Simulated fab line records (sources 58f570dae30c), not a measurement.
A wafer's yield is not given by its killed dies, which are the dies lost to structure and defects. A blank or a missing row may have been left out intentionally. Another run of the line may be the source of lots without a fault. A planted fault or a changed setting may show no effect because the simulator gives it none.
2 desks looking at one fault | flow berkeley cmos170 | each desk has only its own numbers; what lay behind them comes last

## AT THE METROLOGY DESK
Lot by lot, what the gauges showed, no matter which tool ran the lot: averages of those sampled wafers that carry a number. A lot is out of limits, marked OUT, if its mean lies more than 4 standard deviations from the usual mean; the brackets give that distance.
Columns: A = PSD_OVL at UCB170_PSD_OVL_MEAS_07, usual 0 nm; B = SILICIDE_TI_RS at UCB170_SILICIDE_RS_MEAS_02, usual 26.11 ohm/sq; C = SILICIDE_TI_THK at UCB170_SILICIDE_THK_MEAS_03, usual 30.05 nm
lot  | first seen here | A  | B               | C
L323 | day 7 01:21     | -5 | 26.24           | 30.04
L324 | day 7 10:59     | 7  | 26.14           | 30.17
L326 | day 7 11:14     | -3 | 26.33           | 29.97
L327 | day 7 11:22     | -8 | 26.11           | 30.08
L330 | day 8 17:24     | 5  | 26.28           | 29.92
L329 | day 8 17:32     | 1  | 25.81           | 30.46
L332 | day 8 17:39     | 0  | 26.24           | 30.11
L331 | day 8 17:53     | 6  | 26.35           | 29.87
L335 | day 9 11:17     | 3  | 25.86           | 30.25
L338 | day 10 01:53    | 2  | 30.52 (+18) OUT | 27.15 (-12) OUT
L339 | day 10 13:31    | 8  | 30.72 (+18) OUT | 27.05 (-13) OUT
L345 | day 11 02:01    | -2 | 25.85           | 30.12
L343 | day 11 02:17    | 6  | 25.62           | 30.50
L346 | day 11 19:42    | 2  | 26.19           | 29.95
Finding of this desk: L338, L339 out of limits, first seen on L338 at day 10 06:34 (SILICIDE_TI_RS at UCB170_SILICIDE_RS_MEAS_02). L323, L324, L326, L327, L330, L329, L332, L331, L335, L345, L343, L346 stayed within limits.

## DESK OF THE TOOL OWNER: pvd sputter-01
The tool's own readings at UCB170_SILICIDE_SPUTTER_01 (material Ti, target thk 30 nm, time 25 s): means of the sampled wafers that have a number, for each lot that ran on this tool. A lot is out of limits, marked OUT, if its mean lies more than 4 standard deviations from the usual mean; the brackets give that distance.
Columns: A = throttle valve pct at UCB170_SILICIDE_SPUTTER_01, usual 30.5 %
lot  | first seen here | A
L323 | day 7 06:18     | 31.2
L326 | day 7 16:32     | 31.0
L330 | day 8 21:08     | 31.1
L331 | day 8 22:06     | 31.2
L335 | day 9 16:13     | 31.1
L338 | day 10 06:32    | 30.8
L339 | day 10 18:12    | 31.3
Result from this desk: across the 7 lots, nothing is out of limits.

## BROUGHT TOGETHER
At day 10 06:34 the metrology desk could have sounded an alarm, on L338, L339.
The tool owner's desk saw nothing out of limits.
Tool owner's desk: L338, L339 on record, inside its limits.
All the named lots went through UCB170_SILICIDE_SPUTTER_01 on pvd sputter-01.

## WHAT HAD BEEN PUT IN BY THE SIMULATOR
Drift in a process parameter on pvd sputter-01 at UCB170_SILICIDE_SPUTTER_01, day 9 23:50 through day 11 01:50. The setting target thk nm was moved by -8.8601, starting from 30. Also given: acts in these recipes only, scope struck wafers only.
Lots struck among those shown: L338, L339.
Per desk, hours elapsed from the start of the fault to the first reading out of limits: for the metrology desk, 7.
